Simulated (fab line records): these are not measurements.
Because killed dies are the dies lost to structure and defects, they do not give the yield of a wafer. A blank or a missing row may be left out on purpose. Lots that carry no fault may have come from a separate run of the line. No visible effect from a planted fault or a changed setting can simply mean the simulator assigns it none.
Problem report in the 8D (eight disciplines) form, filled by code :: flow berkeley_cmos170 :: the parts of the form that need people (team, actions taken, sign-off) are left out

1. THE PROBLEM
Across 6 wafers from 2 lots, NLDD_TW at UCB170_NLDD_TW_MEAS_11 averages 2050, while fault-free wafers read 2213 with a standard deviation of 11. Measured from the usual mean, that is -15 standard deviations.
The first sign was on wafer L510.1 at day 9 02:42, on film_metro-01. The record holds 42 wafers of 14 lots with a number at this step. Rule for "out" (also "out of limits"): further than 4 standard deviations from the usual mean. All remaining wafers that have a number are taken as sound.

2. WHAT THIS IS AND IS NOT
question: which readings at this step
is: NLDD_TW
is not: -

question: which lots
is: L508, L510
is not: L495, L497, L500, L501, L502, L503, L505, L506, L507, L515, L516, L518

question: which wafers of those lots
is: all that have a number
is not: -

question: read on which gauges
is: film_metro-01
is not: film_metro-03, film_metro-04

question: when
is: from day 9 02:42
is not: up to then (27 sound wafers); but 9 sound wafers of L515, L516, L518 came after

3. THE SUSPECTS, EACH WITH WHAT RULES IT OUT
Counting: a tool stays on the suspect list if, at a process step up to the reading, it processed all lots that are out and no sound lot following the first of them.
- the gauge at UCB170_NLDD_TW_MEAS_11 is ruled out. All the wafers that are out were read on film_metro-01, but those of them that UCB170_NLDD_IMPLANT_09 has rows for are out there too, on other tools.
- implanter-03 at UCB170_NLDD_IMPLANT_09: kept. All lots that are out passed through it, beginning with L510 at day 9 02:27, and no sound lot followed; its final sound lot before that point was L506 at day 8 18:36. On those wafers its own readings are out: dose_ions_cm2, faraday_current_uA.
After counting, what remains is implanter-03 at UCB170_NLDD_IMPLANT_09.

4. THE CAUSE (what the simulator had put in)
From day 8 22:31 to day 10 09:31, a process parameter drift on implanter-03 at UCB170_NLDD_IMPLANT_09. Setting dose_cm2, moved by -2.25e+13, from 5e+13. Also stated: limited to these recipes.
This tool alone remained once counting was done.

5. THE EFFECT CHAIN, in route order
Each row: a reading whose mean over the struck wafers that have a number lies more than 3 standard deviations from the usual. Scope: only readings with a usual standard deviation given in the record; hours: median across lots of the time from each lot's start at the first step in this table that gives one to its start at this step; sigmas: change in usual standard deviations.
hours: 0
step: UCB170_NLDD_IMPLANT_09
reading: dose_ions_cm2
usual: 5.001e+13
on struck wafers: 2.750e+13
change: -2.251e+13
sigmas: -99 or more

hours: 0
step: UCB170_NLDD_IMPLANT_09
reading: faraday_current_uA
usual: 158
on struck wafers: 87
change: -71
sigmas: -21

hours: 0
step: UCB170_NLDD_TW_MEAS_11
reading: NLDD_TW
usual: 2213
on struck wafers: 2050
change: -163
sigmas: -15

hours: 10
step: UCB170_SDANNEAL_RS_MEAS_05
reading: NLDD_RS
usual: 616.2 ohm/sq
on struck wafers: 731.0
change: +114.8
sigmas: +88
It contains these process steps:
- UCB170_NLDD_IMPLANT_09
Later steps that measure or inspect, where all struck wafers having a row at the step show a number for every such reading and not one has moved that far: UCB170_M1_CD_MEAS_09, UCB170_V1_THK_MEAS_04, UCB170_M2_RS_MEAS_02.

6. HOW IT WOULD HAVE BEEN CAUGHT EARLIER
In this record the first reading out of limits at a measuring or inspecting step was taken at day 9 02:42, 4 hours after the fault began at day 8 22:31.
At UCB170_NLDD_IMPLANT_09, the tool's own readings (dose_ions_cm2, faraday_current_uA) were out on each struck wafer the step has a row for, so an alarm limit on them would have fired on the first such wafer.
Lots out: 2; of these, L508 started UCB170_NLDD_IMPLANT_09 on implanter-03 after day 9 02:42. A tool hold placed at that time would have kept it from harm.
